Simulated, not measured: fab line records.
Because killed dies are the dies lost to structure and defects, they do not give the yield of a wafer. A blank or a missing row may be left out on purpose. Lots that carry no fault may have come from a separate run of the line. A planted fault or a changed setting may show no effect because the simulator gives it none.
A struck lot beside a sound one    flow rit cmos    17 steps out of a route of 202
Sound: wafers L328.2, L328.3, L328.5. The struck wafers were L331.2, L331.4, L331.6. Last of all comes the cause.
For every step that has rows: the tool of each side, followed by ch and its chambers, followed by its first start. Under that, the readings that differ: sound wafers    struck wafers    difference of the means    sigmas: that difference in standard deviations of wafers without a fault.
alike: same words and numbers on both sides, and readings whose means sit less than 2 such deviations apart. not compared: any withheld reading, any reading some wafer has no value for, any bound like >300 that may hide the same value, and any number with overlapping values for which the record gives no deviation.
Wherever a step has rows on one side only, a row that says differs or no value, or a row with sigmas, the two part there. When numbers do not overlap yet have no deviation, they are printed without sigmas and do not part them. A reading missing from all wafers of one side parts the sides only when that side holds two or more wafers.

RIT_NWELL_TW_MEAS_10:
  struck on film metro-02, day 2 19:49; sound on film metro-01, day 2 03:38
reading   sound           struck          difference  sigmas
NWELL_TW  2155 2162 2153  2109 2119 2118  -41         -3
then, 6 steps without rows for these wafers: RIT_PWELL_HMDS_00 (prime time 60 s); RIT_PWELL_COAT_01 (resist thk 1300 nm); RIT_PWELL_SOFTBAKE_02 (time 60 s); RIT_PWELL_EXPOSE_03 (exposes mask M3, target cd 43700 nm); RIT_PWELL_PEB_04; RIT_PWELL_DEVELOP_05 (develop time 68 s).
RIT_PWELL_OVL_MEAS_06:
  struck on overlay-02, day 2 20:46; sound on overlay-01, day 2 04:47
  alike: PWELL_OVL
then, 2 steps without rows for these wafers: RIT_PWELL_HARDBAKE_07 (time 120 s); RIT_PWELL_IMPLANT_08.
RIT_PWELL_STRIP_09: strips in O2, time 180 s.
  sound on plasma asher-02 ch 0,1, day 2 05:13; struck on plasma asher-02 ch 0, day 2 21:11
  alike: drypump motor current A
  not compared: rf hours counter h
RIT_PWELL_TW_MEAS_10:
  struck on film metro-03, day 2 21:22; sound on film metro-03, day 2 05:25
  alike: PWELL_TW
RIT_WELLDRIVE_ANNEAL_00: time 14700 s.
  sound on furnace-03 ch 0, day 2 05:50; struck on furnace-01 ch 0, day 3 03:17
reading           sound              struck             difference  sigmas
run length s (s)  18247 18247 18247  12401 12401 12401  -5846       -99 or more
RIT_WELLDRIVE_RS_MEAS_01: a four-point-probe measurement.
  struck on film metro-01, day 3 08:23; sound on film metro-01, day 2 10:56
reading            sound              struck             difference  sigmas
NWELL_RS (ohm/sq)  276.1 276.0 275.8  300.8 300.6 299.9  +24.5       +38
RIT_WELLDRIVE_RS_MEAS_02: a four-point-probe measurement.
  struck on film metro-01, day 3 08:31; sound on film metro-01, day 2 11:03
reading            sound              struck             difference  sigmas
PWELL_RS (ohm/sq)  429.1 430.4 429.3  457.7 456.9 456.6  +27.5       +25
then, 1 step without rows for these wafers: RIT_NRETRO_HMDS_00 (prime time 60 s).
RIT_M1_PROBE_99:
  only the struck wafers here have rows in the record (prober-02, day 4 17:03); the sound ones have none

## WHERE THEY PART
First at RIT_NWELL_TW_MEAS_10; last, within this record, at RIT_M1_PROBE_99.

WHY: what the simulator had put in
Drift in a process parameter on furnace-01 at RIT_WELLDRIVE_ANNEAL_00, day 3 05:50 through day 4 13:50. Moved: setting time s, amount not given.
